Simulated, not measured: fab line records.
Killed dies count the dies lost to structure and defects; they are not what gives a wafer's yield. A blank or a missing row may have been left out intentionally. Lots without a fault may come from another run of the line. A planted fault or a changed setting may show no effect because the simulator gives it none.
8D (eight disciplines) problem report, filled in by code || flow berkeleyCmos170 || the parts of the form that need people (team, actions taken, sign-off) are left out

## 1. THE PROBLEM
Mean of spinSpeedRpm at UCB170_M2_COAT_05: 1592.4 rpm across 6 wafers in 2 lots; on wafers with no fault it is 1499.9 rpm (standard deviation 0.92). So: +99 or more standard deviations from the usual mean.
The step: resist thk 900 nm.
First seen on wafer L631.1, day 8 23:00, on lithoTrack-01. Wafers with a number at this step in the record: 42, from 14 lots. The rule behind "out" and "out of limits": a value lying over 4 standard deviations away from the usual mean. Any other wafer with a number is counted as sound.

## 2. WHAT IT IS, AND WHAT IT ISN'T
{"question": "which readings at this step", "is": "spinSpeedRpm", "is not": "-"}
{"question": "which lots", "is": "L631, L637", "is not": "L630, L632, L633, L634, L642, L643, L645, L646, L648, L650, L651, L653"}
{"question": "which wafers of those lots", "is": "all that have a number", "is not": "-"}
{"question": "read on which tools", "is": "lithoTrack-01", "is not": "lithoTrack-02, lithoTrack-03"}
{"question": "when", "is": "from day 8 23:00", "is not": "up to then (6 sound wafers); but 30 sound wafers of L633, L634, L642, L643, L645, L646, L648, L650, L651, L653 came after"}

## 3. WHAT RULES OUT EACH SUSPECT
Counting: a tool at a process step up to the reading stays a suspect if it ran every lot that is out and no sound lot after the first of them.
- lithoTrack-01 at UCB170_M2_COAT_05 (resist thk 900 nm): ruled out as a lasting fault. Sound lots L653 ran on it after its first lot that is out, L631 (day 8 23:00).
Left after counting: nothing in the record.

## 4. THE CAUSE (what the simulator had put in)
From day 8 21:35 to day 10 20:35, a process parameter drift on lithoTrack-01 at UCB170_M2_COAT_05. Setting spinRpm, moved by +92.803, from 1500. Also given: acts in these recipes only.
Counting ruled it out, wrongly.

## 5. SEQUENCE OF EFFECTS, ordered by route
Each row: a reading where the mean over the struck wafers with a number is more than 3 standard deviations away from the usual. Readings are gone through only where the record gives a usual standard deviation; hours: the median, over the lots, of the time from a lot's start at the first step in this table giving one to that lot's start at this step; sigmas: the change measured in usual standard deviations.
{"hours": 0, "step": "UCB170_M2_COAT_05", "reading": "spinSpeedRpm", "usual": "1499.9 rpm", "on struck wafers": 1592.4, "change": "+92.5", "sigmas": "+99 or more"}
{"hours": 0, "step": "UCB170_M2_STRIP_07", "reading": "stripTimeToEndpointS", "usual": "21.93 s", "on struck wafers": 21.26, "change": -0.67, "sigmas": -10}
It contains these process steps:
- UCB170_M2_COAT_05: resist thk 900 nm.
- UCB170_M2_STRIP_07: strips in O2.

## 6. HOW IT WOULD HAVE BEEN CAUGHT EARLIER
In this record the first reading out of limits was taken at day 8 23:00, 1 hour after the fault began at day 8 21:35.
